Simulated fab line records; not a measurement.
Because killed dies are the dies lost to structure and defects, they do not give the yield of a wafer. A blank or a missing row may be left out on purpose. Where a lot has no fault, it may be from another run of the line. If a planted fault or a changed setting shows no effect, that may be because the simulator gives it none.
Matching of chambers || flow berkeley-cmos170 || UCB170_V1_CVD_00 on pecvd-04: 3 sister chambers
The step deposits SiO2 from TEOS/O2, target thk 2000 nm, time 250 s. 14 wafers are shown with their chamber, then 7 later ones without.

## EACH WAFER AND ITS CHAMBER
{"wafer": "L574.1", "chamber": 0, "heater-power-w (W)": 206, "susceptor-temp-C (C)": 389.81}
{"wafer": "L574.3", "chamber": 1, "heater-power-w (W)": 300, "susceptor-temp-C (C)": 389.68}
{"wafer": "L574.6", "chamber": 1, "heater-power-w (W)": 358, "susceptor-temp-C (C)": 389.73}
{"wafer": "L579.2", "chamber": 0, "heater-power-w (W)": 214, "susceptor-temp-C (C)": 389.65}
{"wafer": "L579.4", "chamber": 1, "heater-power-w (W)": 258, "susceptor-temp-C (C)": 390.02}
{"wafer": "L579.6", "chamber": 2, "heater-power-w (W)": 210, "susceptor-temp-C (C)": 389.85}
{"wafer": "L581.2", "chamber": 2, "heater-power-w (W)": 267, "susceptor-temp-C (C)": 389.59}
{"wafer": "L581.4", "chamber": 1, "heater-power-w (W)": 257, "susceptor-temp-C (C)": 390.04}
{"wafer": "L581.6", "chamber": 2, "heater-power-w (W)": 217, "susceptor-temp-C (C)": 389.99}
{"wafer": "L584.1", "chamber": 2, "heater-power-w (W)": 261, "susceptor-temp-C (C)": 390.21}
{"wafer": "L584.4", "chamber": 1, "heater-power-w (W)": 345, "susceptor-temp-C (C)": 390.48}
{"wafer": "L584.6", "chamber": 0, "heater-power-w (W)": 197, "susceptor-temp-C (C)": 389.89}
{"wafer": "L592.2", "chamber": 1, "heater-power-w (W)": 270, "susceptor-temp-C (C)": 390.43}
{"wafer": "L592.4", "chamber": 0, "heater-power-w (W)": 199, "susceptor-temp-C (C)": 390.09}

SIGNATURES, as means of the wafers listed above
{"reading": "heater-power-w", "chamber 0": 204.00, "chamber 1": 298.00, "chamber 2": 238.75, "scatter within a chamber": 33.9}
{"reading": "susceptor-temp-C", "chamber 0": 389.8600, "chamber 1": 390.0633, "chamber 2": 389.9100, "scatter within a chamber": 0.281}
Rule: for each reading, subtract the chamber's mean from the wafer's reading, divide by that reading's scatter and square the result; add these up over the readings and take the root, which gives the wafer's distance from the chamber. The wafer belongs to the nearest chamber; if the next one is less than 2 further off, it can't be placed. The scatter is the square root of a quotient: the sum, over the shown wafers, of each reading's squared deviation from its chamber's mean, divided by wafers minus chambers.

## WAFERS WITH NO CHAMBER GIVEN
{"wafer": "L592.6", "heater-power-w (W)": 353, "susceptor-temp-C (C)": 389.89}
{"wafer": "L593.1", "heater-power-w (W)": 270, "susceptor-temp-C (C)": 390.03}
{"wafer": "L593.2", "heater-power-w (W)": 212, "susceptor-temp-C (C)": 389.56}
{"wafer": "L593.4", "heater-power-w (W)": 271, "susceptor-temp-C (C)": 389.53}
{"wafer": "L595.3", "heater-power-w (W)": 207, "susceptor-temp-C (C)": 389.97}
{"wafer": "L595.4", "heater-power-w (W)": 215, "susceptor-temp-C (C)": 390.29}
{"wafer": "L595.6", "heater-power-w (W)": 274, "susceptor-temp-C (C)": 390.26}

## WHICH CHAMBER EACH ONE RAN IN
{"wafer": "L592.6", "from the rows above": "can't be placed: 1 or 2", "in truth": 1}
{"wafer": "L593.1", "from the rows above": "can't be placed: 1 or 2 or 0", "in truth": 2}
{"wafer": "L593.2", "from the rows above": "can't be placed: 0 or 2", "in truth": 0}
{"wafer": "L593.4", "from the rows above": "can't be placed: 2 or 1 or 0", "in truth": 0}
{"wafer": "L595.3", "from the rows above": "can't be placed: 0 or 2", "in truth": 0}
{"wafer": "L595.4", "from the rows above": "can't be placed: 2 or 0 or 1", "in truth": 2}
{"wafer": "L595.6", "from the rows above": "can't be placed: 1 or 2 or 0", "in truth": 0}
Correct placement for 0 of the 7. These rows do not allow placing 7 (true chamber among the candidates in 7). 0 placed wrongly.
